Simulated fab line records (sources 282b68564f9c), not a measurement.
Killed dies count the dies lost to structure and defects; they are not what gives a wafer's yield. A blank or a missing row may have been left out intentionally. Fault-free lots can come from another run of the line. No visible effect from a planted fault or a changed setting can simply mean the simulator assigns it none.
fab line records ; flow ritCmos
record lots=14; wafers=42; lastDay=7
route steps=202 shown CONTACT@171 M1@202
lots with no fault: from the same line, run without faults
startH: start of the lot's first displayed wafer, in hours after the record's first day ; waitH: hours elapsed since this lot's preceding step ; " identical to the entry in the row above ; L1.1+2: one row covering several wafers at once ; - value missing, or start not given ; * or withheld: withheld ; < > ~ a bound
route shown NAME@n: NAME is a module with steps in the file, n the number in the route of the first one ; usual: the fault-free wafers' mean and standard deviation ; same: alike in all rows ; chamber/n: place in a boat ; sites: readings site by site ; _std_site: their standard deviation ; _edge_site: inner sites' mean taken away from outer sites' mean ; radiusMm: for every site, how far away it sits from the centre of the wafer ; mask NAME#n: copy n ; behind: the most recent tool/chamber to have shaped the wafer ; hold: what put the lot on hold/how long, in hours/how the hold closed ; device: the transistor (n, p or np) that didn't switch ; end of line: the same wafers' tests at the end of the route ; step lacking rows: just its recipe ; killed: not the wafer's yield, but the dies lost to structure and defects at the first sort ; map: per-die view of a wafer (x killed, . not killed, _ where there is no die)
set.NAME: setting as actually run; set.NAME@STEP: the setting as run at that earlier step ; model.NAME: the simulator's own value behind a step, which no gauge read
a sample of lots followed through the steps of the route, with each step as a table and each wafer as a row
## steps
# step RIT_CONTACT_COAT_03
# recipe resist=NOVOLAK; spinRpm=3250; resistThkNm=1000
# usual resistLineTempC=22.99/0.1; spinSpeedRpm=3249.8/2.4
lot.wafer;tool;chamber;startH;waitH;resistLineTempC;spinSpeedRpm
L181.1;lithoTrack-02;0;53.43;0.1;22.87;3251.0
L181.3;lithoTrack-02;0;53.43;0.1;22.97;3249.8
L181.4;lithoTrack-02;0;53.43;0.1;22.96;3250.3
L182.1;lithoTrack-02;0;57.43;0.1;22.98;3245.2
L182.2;lithoTrack-02;0;57.43;0.1;22.96;3246.8
L182.5;lithoTrack-02;0;57.43;0.1;22.95;3248.6
L183.1;lithoTrack-04;0;60.76;0.1;22.99;3250.0
L183.3;lithoTrack-04;0;60.76;0.1;22.82;3252.5
L183.5;lithoTrack-04;0;60.76;0.1;22.90;3248.9
L184.1;lithoTrack-03;0;65.66;0.1;23.00;3248.4
L184.2;lithoTrack-03;0;65.66;0.1;23.09;3249.8
L184.6;lithoTrack-03;0;65.66;0.1;23.02;3249.0
L185.2;lithoTrack-03;0;72.34;0.1;23.09;3246.7
L185.4;lithoTrack-03;0;72.34;0.1;23.00;3251.7
L185.5;lithoTrack-03;0;72.34;0.1;23.05;3251.6
L186.2;lithoTrack-04;0;77.59;0.1;22.89;3252.0
L186.3;lithoTrack-04;0;77.59;0.1;23.07;3250.2
L186.6;lithoTrack-04;0;77.59;0.1;23.03;3252.5
L189.1;lithoTrack-03;0;90.50;0.1;22.93;3246.4
L189.2;lithoTrack-03;0;90.50;0.1;22.95;3248.6
L189.3;lithoTrack-03;0;90.50;0.1;23.04;3248.1
L191.1;lithoTrack-02;0;101.24;0.1;22.89;3902.7
L191.3;lithoTrack-02;0;101.24;0.1;22.84;3904.7
L191.5;lithoTrack-02;0;101.24;0.1;22.92;3907.1
L192.2;lithoTrack-02;0;105.48;0.1;22.77;3906.7
L192.3;lithoTrack-02;0;105.48;0.1;23.11;3905.0
L192.5;lithoTrack-02;0;105.48;0.1;23.04;3903.4
L194.2;lithoTrack-03;0;114.92;0.1;23.10;3247.5
L194.4;lithoTrack-03;0;114.92;0.1;22.98;3248.2
L194.5;lithoTrack-03;0;114.92;0.1;23.07;3246.6
L198.1;lithoTrack-03;0;138.44;0.1;23.03;3248.2
L198.3;lithoTrack-03;0;138.44;0.1;22.97;3249.8
L198.4;lithoTrack-03;0;138.44;0.1;23.07;3251.1
L201.1;lithoTrack-03;0;155.37;0.1;23.04;3249.5
L201.2;lithoTrack-03;0;155.37;0.1;23.23;3251.7
L201.3;lithoTrack-03;0;155.37;0.1;23.07;3249.1
L202.2;lithoTrack-04;0;160.42;0.1;23.01;3254.0
L202.4;lithoTrack-04;0;160.42;0.1;22.93;3252.3
L202.5;lithoTrack-04;0;160.42;0.1;23.05;3250.4
L203.3;lithoTrack-03;0;162.52;0.1;23.05;3251.5
L203.5;lithoTrack-03;0;162.52;0.1;23.13;3252.8
L203.6;lithoTrack-03;0;162.52;0.1;23.03;3251.6
# step RIT_CONTACT_CD_MEAS_08
# recipe targetCdNm=1000
# usual cdNm=1001.3/2.2
lot.wafer;tool;chamber;startH;waitH;cdNm
L181.1;cdSem-02;-;54.25;-;1003.7
L181.3;cdSem-02;-;54.25;-;1002.2
L181.4;cdSem-02;-;54.25;-;1001.9
L182.1;cdSem-02;-;58.49;-;1006.1
L182.2;cdSem-02;-;58.49;-;1005.4
L182.5;cdSem-02;-;58.49;-;1004.3
L183.1;cdSem-02;-;61.58;-;1002.9
L183.3;cdSem-02;-;61.58;-;1001.1
L183.5;cdSem-02;-;61.58;-;1002.0
L184.1;cdSem-02;-;66.48;-;999.7
L184.2;cdSem-02;-;66.48;-;999.2
L184.6;cdSem-02;-;66.48;-;997.8
L185.2;cdSem-02;-;73.15;-;1001.5
L185.4;cdSem-02;-;73.15;-;1003.6
L185.5;cdSem-02;-;73.15;-;1003.1
L186.2;cdSem-02;-;78.53;-;998.5
L186.3;cdSem-02;-;78.53;-;997.8
L186.6;cdSem-02;-;78.53;-;998.3
L189.1;cdSem-01;-;91.44;-;999.7
L189.2;cdSem-01;-;91.44;-;998.0
L189.3;cdSem-01;-;91.44;-;997.2
L191.1;cdSem-02;-;102.06;-;1011.7
L191.3;cdSem-02;-;102.06;-;1010.6
L191.5;cdSem-02;-;102.06;-;1010.0
L192.2;cdSem-02;-;106.39;-;1008.6
L192.3;cdSem-02;-;106.39;-;1009.8
L192.5;cdSem-02;-;106.39;-;1009.5
L194.2;cdSem-02;-;115.86;-;997.9
L194.4;cdSem-02;-;115.86;-;997.6
L194.5;cdSem-02;-;115.86;-;996.6
L198.1;cdSem-01;-;139.26;-;999.1
L198.3;cdSem-01;-;139.26;-;999.2
L198.4;cdSem-01;-;139.26;-;999.7
L201.1;cdSem-02;-;156.19;-;1001.2
L201.2;cdSem-02;-;156.19;-;1003.0
L201.3;cdSem-02;-;156.19;-;1004.4
L202.2;cdSem-01;-;161.31;-;1001.5
L202.4;cdSem-01;-;161.31;-;1002.2
L202.5;cdSem-01;-;161.31;-;1002.1
L203.3;cdSem-02;-;163.45;-;1002.6
L203.5;cdSem-02;-;163.45;-;999.5
L203.6;cdSem-02;-;163.45;-;999.0
# step RIT_M1_PROBE_99
# usual killed_at_M0_to_M3=0.0/0.16; killedAtContacts=0.1/0.24; killedAtFrontEnd=6.7/2.9; killedDies=6.8/2.9; killedOpen=3.5/1.8; killedShort=3.3/2.1
# same grossDies=264; killed_at_M4_up=0; killedAtBackSide=0; killedAtOther=0
lot.wafer;tool;chamber;startH;waitH;killed_at_M0_to_M3;killedAtContacts;killedAtFrontEnd;killedDies;killedOpen;killedShort
L203.3;prober-02;-;168.77;0.2;0;1;7;8;3;5
L203.5;prober-02;-;168.87;0.2;0;0;6;6;4;2
L203.6;prober-02;-;168.92;0.2;1;0;8;9;4;5
# killed by level:class
L203.3 GATE:geometricParticle:short=3 GATE:geometricParticle:open=2 REOX:geometricParticle:open=1 SPACER:geometricParticle:short=1 CONTACT:geometricParticle:short=1
L203.5 GATE:geometricParticle:open=3 GATE:geometricParticle:short=1 SPACER:geometricParticle:short=1 SPACER:geometricParticle:open=1
L203.6 FOX1:geometricParticle:short=3 GATE:geometricParticle:short=2 GATE:geometricParticle:open=2 SPACER:geometricParticle:open=1 M1:geometricParticle:open=1
## key
firstSign step=RIT_CONTACT_COAT_03; reading=spinSpeedRpm; direction=up; sigmas=99+; usual=3249.8; struck=3904.9
effect step=RIT_CONTACT_CD_MEAS_08; reading=cdNm; direction=up; sigmas=3.9; usual=1001.3; struck=1010.0
metAt RIT_CONTACT_COAT_03
struckLots L191,L192
testerLeftOut L191,L192
onsetBetween 57.43 101.24
fault kind=processParameterDrift; tool=lithoTrack-02; chamber=-; onsetH=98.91; steps=RIT_CONTACT_COAT_03; channel=spinRpm; offset=654.1; shape=step; endH=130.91; actsIn=theseRecipesOnly; stated=3250
# testerLeftOut: of these lots the tester's yield and bins aren't shown, on N5 and GAA mostly nor the transistor test; their killed dies are dies lost to structure and defects alone, not to doping, threshold or leakage, so they don't give the yield
